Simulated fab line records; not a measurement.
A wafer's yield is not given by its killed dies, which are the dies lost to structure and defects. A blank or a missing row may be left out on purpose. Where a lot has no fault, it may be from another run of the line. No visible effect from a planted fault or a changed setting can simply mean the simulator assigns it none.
Split-lot study | flow berkeley cmos170 | 20 wafers read from 5 lots, route of 331 steps

== ON THE SPLIT ==
At UCB170_M1_COAT_04 (resist thk 900 nm), the setting spin rpm was moved away from the recipe's 1500 rpm on 6 of the 20 wafers read, by +2.7% to +7.3%. All remaining wafers had this setting at the recipe value.

The reading is taken at the split's own step.

== THE READING ==
KrF_of_M1_COAT_04.thk nm (the simulator's own value, which no gauge read), in nm, at UCB170_M1_COAT_04 (resist thk 900 nm). The file does not state a usual value for it. Across the 14 wafers here that went through the recipe, the average is 899.2 nm and the standard deviation 2.1 nm.

wafer  | tool, chamber at the split | spin rpm as run, rpm | against the recipe | KrF_of_M1_COAT_04.thk nm, nm | against lot-mates on the recipe
L076.1 | litho track-04, 0          | 1500                 | recipe             | 900.1                        | -
L076.2 | litho track-04, 0          | 1500                 | recipe             | 901                          | -
L076.6 | litho track-04, 0          | 1500                 | recipe             | 901                          | -
L076.3 | litho track-04, 0          | 1500                 | recipe             | 900.9                        | -
L076.4 | litho track-04, 0          | 1500                 | recipe             | 901.7                        | -
L075.2 | litho track-01, 0          | 1500                 | recipe             | 900.1                        | -
L075.5 | litho track-01, 0          | 1500                 | recipe             | 900.5                        | -
L075.6 | litho track-01, 0          | 1500                 | recipe             | 901.4                        | -
L077.1 | litho track-02, 0          | 1500                 | recipe             | 899.2                        | -
L077.3 | litho track-02, 0          | 1541                 | +2.7%              | 882.8                        | -14.4
L077.4 | litho track-02, 0          | 1500                 | recipe             | 895.1                        | -
L077.5 | litho track-02, 0          | 1541                 | +2.7%              | 886.3                        | -10.9
L077.6 | litho track-02, 0          | 1541                 | +2.7%              | 885.4                        | -11.8
L078.2 | litho track-02, 0          | 1500                 | recipe             | 896.2                        | -
L078.3 | litho track-02, 0          | 1500                 | recipe             | 896.8                        | -
L085.1 | litho track-01, 0          | 1500                 | recipe             | 898.1                        | -
L085.2 | litho track-01, 0          | 1500                 | recipe             | 897                          | -
L085.3 | litho track-01, 0          | 1609                 | +7.3%              | 864.9                        | -32.6
L085.4 | litho track-01, 0          | 1609                 | +7.3%              | 865.4                        | -32.1
L085.6 | litho track-01, 0          | 1609                 | +7.3%              | 867.4                        | -30.1

FIT RESULTS
A straight line over all 20 wafers: KrF_of_M1_COAT_04.thk nm changes by -4.64 nm for each +1% of spin rpm; r = -0.99; the points scatter about the line by 2.1 nm.
The same after taking each lot's own level away (the mean of its wafers on the recipe; 20 wafers): -4.37 nm for each +1%; r = -1.00; scatter 1.1 nm.
On that fit, the largest move of spin rpm shifts the reading by 32 nm.
The span of the lots' own levels, 896.50 to 900.94 nm, comes to 2.1 times the standard deviation stated above.
The two slopes are in agreement: the lot-to-lot level therefore moves the slope only a little.
Check: -31.4 nm against its lot-mates is what the line predicts for one of the wafers moved furthest among these (+7.3%) when that wafer is left out of the fit. It came out at -32.6 nm against them.

== OTHER SPLITS APPLIED TO THESE WAFERS ==
These wafers also went through other splits before the reading. Each is held against what the fit with the lots' levels taken away leaves over:
other split on the same wafers | wafers away from the commonest value | r with KrF_of_M1_COAT_04.thk nm (lot level and that fit taken away)
UCB170_NSD_COAT_01 spin rpm    | 9                                    | +0.22

== FILE'S OWN FIT ==
KrF_of_M1_COAT_04.thk nm changes by -4.38 nm for each +1% of spin rpm, r = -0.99.
